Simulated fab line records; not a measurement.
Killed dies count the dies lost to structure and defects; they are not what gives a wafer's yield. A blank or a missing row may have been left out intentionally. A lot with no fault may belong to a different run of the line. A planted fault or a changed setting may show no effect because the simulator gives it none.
What tool caused it? ; flow berkeleyCmos170 ; 42 wafers from 14 lots sampled at 5 of the route's 331 steps

## WHAT THE GAUGES READ, wafer by wafer
UCB170_START_THK_MEAS_03.
lot;measured;on;START_OXIDE_THK (nm)
L501;day 1 14:11;filmMetro-03;20.0 20.0 20.2
L503;day 2 00:31;filmMetro-04;20.0 20.1 20.1
L504;day 2 05:32;filmMetro-04;20.6 20.7 20.4
L505;day 2 13:10;filmMetro-04;19.8 19.7 19.8
L507;day 2 20:29;filmMetro-04;19.7 20.0 20.0
L508;day 3 04:20;filmMetro-04;20.1 20.1 20.4
L510;day 3 13:07;filmMetro-03;20.0 20.1 20.0
L513;day 4 02:25;filmMetro-01;20.3 20.5 20.2
L514;day 4 07:03;filmMetro-03;20.1 20.0 19.4
L517;day 4 22:46;filmMetro-03;20.3 20.1 20.0
L518;day 5 04:13;filmMetro-01;19.4 19.4 19.5
L522;day 6 01:22;filmMetro-03;20.3 20.6 20.6
L523;day 6 05:25;filmMetro-03;20.0 20.2 19.9
L524;day 6 10:04;filmMetro-03;19.4 19.9 19.6

UCB170_ACTIVE_CD_MEAS_13 targets a cd of 1200 nm.
lot;measured;on;cdNm (nm)
L501;day 4 20:01;cdSem-01;1199.9 1198.2 1199.4
L503;day 4 19:48;cdSem-01;1201.3 1201.2 1201.0
L504;day 5 13:23;cdSem-01;1198.6 1198.6 1198.4
L505;day 5 13:36;cdSem-02;1198.1 1198.1 1197.6
L507;day 5 23:22;cdSem-01;1199.7 1200.5 1197.8
L508;day 6 03:12;cdSem-02;1201.5 1200.8 1200.2
L510;day 6 11:19;cdSem-01;1199.0 1196.9 1198.1
L513;day 7 11:26;cdSem-02;1199.8 1198.4 1198.6
L514;day 7 11:38;cdSem-01;1200.8 1201.1 1200.7
L517;day 8 05:45;cdSem-01;1197.8 1197.6 1199.7
L518;day 8 15:06;cdSem-01;1199.3 1199.1 1198.5
L522;day 9 04:08;cdSem-01;1199.4 1199.4 1199.8
L523;day 9 03:36;cdSem-02;1199.5 1198.8 1199.3
L524;day 9 19:02;cdSem-01;1196.1 1197.5 1197.8

UCB170_M1_CD_MEAS_90 targets a cd of 700 nm.
lot;measured;on;cdNm (nm)
L501;day 8 07:25;cdSem-01;696.9 698.6 696.2
L503;day 8 06:37;cdSem-01;702.1 701.0 701.6
L504;day 8 22:24;cdSem-01;699.4 701.7 699.8
L505;day 9 00:40;cdSem-02;697.5 702.0 698.3
L507;day 9 05:37;cdSem-01;697.5 700.6 697.3
L508;day 9 20:08;cdSem-01;701.4 702.6 699.4
L510;day 9 20:03;cdSem-01;700.7 701.4 698.0
L513;day 10 20:24;cdSem-02;701.8 700.7 703.1
L514;day 10 19:35;cdSem-01;700.0 700.2 699.8
L517;day 11 22:25;cdSem-02;697.9 699.5 699.8
L518;day 12 05:21;cdSem-02;688.2 687.8 689.5
L522;day 12 23:23;cdSem-02;685.7 692.2 689.4
L523;day 13 00:07;cdSem-02;696.6 694.3 696.4
L524;day 13 11:28;cdSem-02;698.5 700.2 701.2

## WHICH TOOL RAN EACH LOT (tool, then ch and the chambers of the sampled wafers, then the start)
lot;UCB170_M1_METAL_ETCH_12;UCB170_M1_STRIP_13
L501;rieMetal-03 ch 0,1, day 8 07:11;plasmaAsher-01 ch 0,1, day 8 07:19
L503;rieMetal-02 ch 1, day 8 06:15;plasmaAsher-02 ch 0,1, day 8 06:31
L504;rieMetal-02 ch 1, day 8 22:01;plasmaAsher-01 ch 0,1, day 8 22:17
L505;rieMetal-02 ch 0, day 9 00:19;plasmaAsher-01 ch 0,1, day 9 00:32
L507;rieMetal-03 ch 0,1, day 9 05:23;plasmaAsher-02 ch 0,1, day 9 05:31
L508;rieMetal-04 ch 0,1, day 9 19:53;plasmaAsher-02 ch 0,1, day 9 20:01
L510;rieMetal-02 ch 1, day 9 19:44;plasmaAsher-04 ch 0,1, day 9 19:56
L513;rieMetal-04 ch 0,1, day 10 20:10;plasmaAsher-02 ch 0,1, day 10 20:17
L514;rieMetal-02 ch 0,1, day 10 19:20;plasmaAsher-01 ch 0,1, day 10 19:28
L517;rieMetal-02 ch 0,1, day 11 22:11;plasmaAsher-04 ch 0,1, day 11 22:19
L518;rieMetal-04 ch 0, day 12 05:05;plasmaAsher-04 ch 0, day 12 05:14
L522;rieMetal-04 ch 0,1, day 12 23:08;plasmaAsher-02 ch 0,1, day 12 23:16
L523;rieMetal-03 ch 0,1, day 12 23:53;plasmaAsher-02 ch 0,1, day 13 00:01
L524;rieMetal-03 ch 0,1, day 13 10:52;plasmaAsher-02 ch 0,1, day 13 11:01
- UCB170_M1_METAL_ETCH_12: etches Al in Cl2/BCl3, stops on PSG, target depth 780 nm, time 130 s.
- UCB170_M1_STRIP_13: strips in O2.

## WHAT THE TOOLS THEMSELVES READ (means of the sampled wafers that have a number; where no wafer has one, the mark that the record gives instead)
UCB170_M1_METAL_ETCH_12.
lot;tool;drypumpMotorCurrentA (A);oesProductAu (a.u.);rfFwdPowerW (W);throttleValvePct (%)
L501;rieMetal-03;5.29;0.842;596.3;24.18
L503;rieMetal-02;5.71;0.849;597.0;24.32
L504;rieMetal-02;5.74;0.844;597.4;24.33
L505;rieMetal-02;5.70;0.862;595.5;24.45
L507;rieMetal-03;5.31;0.846;597.7;24.17
L508;rieMetal-04;5.84;0.862;595.5;24.46
L510;rieMetal-02;5.71;0.845;596.8;24.38
L513;rieMetal-04;5.77;0.869;594.2;24.38
L514;rieMetal-02;5.72;0.855;598.8;24.43
L517;rieMetal-02;5.72;0.867;596.4;24.48
L518;rieMetal-04;5.71;0.876;595.5;24.32
L522;rieMetal-04;5.84;0.869;596.2;24.45
L523;rieMetal-03;5.28;0.850;600.3;24.16
L524;rieMetal-03;5.31;0.847;596.6;24.16

UCB170_M1_STRIP_13.
lot;tool;drypumpMotorCurrentA (A);o2FlowSccm (sccm);oesProductAu (a.u.)
L501;plasmaAsher-01;5.2;401.2;0.723
L503;plasmaAsher-02;6.5;398.9;0.721
L504;plasmaAsher-01;5.2;399.1;0.716
L505;plasmaAsher-01;5.4;398.5;0.715
L507;plasmaAsher-02;6.3;400.4;0.718
L508;plasmaAsher-02;6.5;399.9;0.720
L510;plasmaAsher-04;5.8;399.6;0.724
L513;plasmaAsher-02;6.3;400.6;0.721
L514;plasmaAsher-01;5.2;400.9;0.723
L517;plasmaAsher-04;5.7;398.4;0.718
L518;plasmaAsher-04;6.1;397.9;0.576
L522;plasmaAsher-02;6.2;400.0;0.573
L523;plasmaAsher-02;6.3;400.5;0.717
L524;plasmaAsher-02;6.5;399.8;0.717

## THE ANSWER, worked out from the rows above alone
Rule: the usual values come from the lots themselves. The widest of any qualifying gaps counts: lots, ordered by their means at a reading, are off when they make up no more than a third of the lots, leave a main group of 4 or more, and stand apart from it by 3 or more times the standard deviation of that group's means. If all means in a main group match to the digits the tables above print for the reading, that group is not used. A lot without any number at a reading at which 4 lots or more have one is off too. Where the step has rows for the other lots, those lots are counted as sound. Order of review: gauges by route order, followed by the tools' own readings, for which a lot's mean as printed above is used. At the first step where some lot is off, the reading lying furthest off is the one used; lots without a number count as furthest.
Off: L518, L522, at UCB170_M1_CD_MEAS_90 (cdNm). The main group has a mean of 699.6 nm with a standard deviation of 1.7.
A tool fits if, at a process step before that reading, it ran every lot that is off, and no sound lot after the first of them. Not tried: the gauges at UCB170_M1_CD_MEAS_90; whatever is off there is also off at UCB170_M1_STRIP_13, on other tools, and gauge error can't account for it. One fits: rieMetal-04 at UCB170_M1_METAL_ETCH_12. Its last sound lot is L513 (day 10 20:10), its first lot that is off L518 (day 12 05:05): a fault that began between those two fits.

## WHAT WAS PUT IN BY THE SIMULATOR
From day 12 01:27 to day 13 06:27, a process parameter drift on rieMetal-04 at UCB170_M1_METAL_ETCH_12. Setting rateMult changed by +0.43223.
Shown lots that were struck: L518, L522. The rule above found the same.
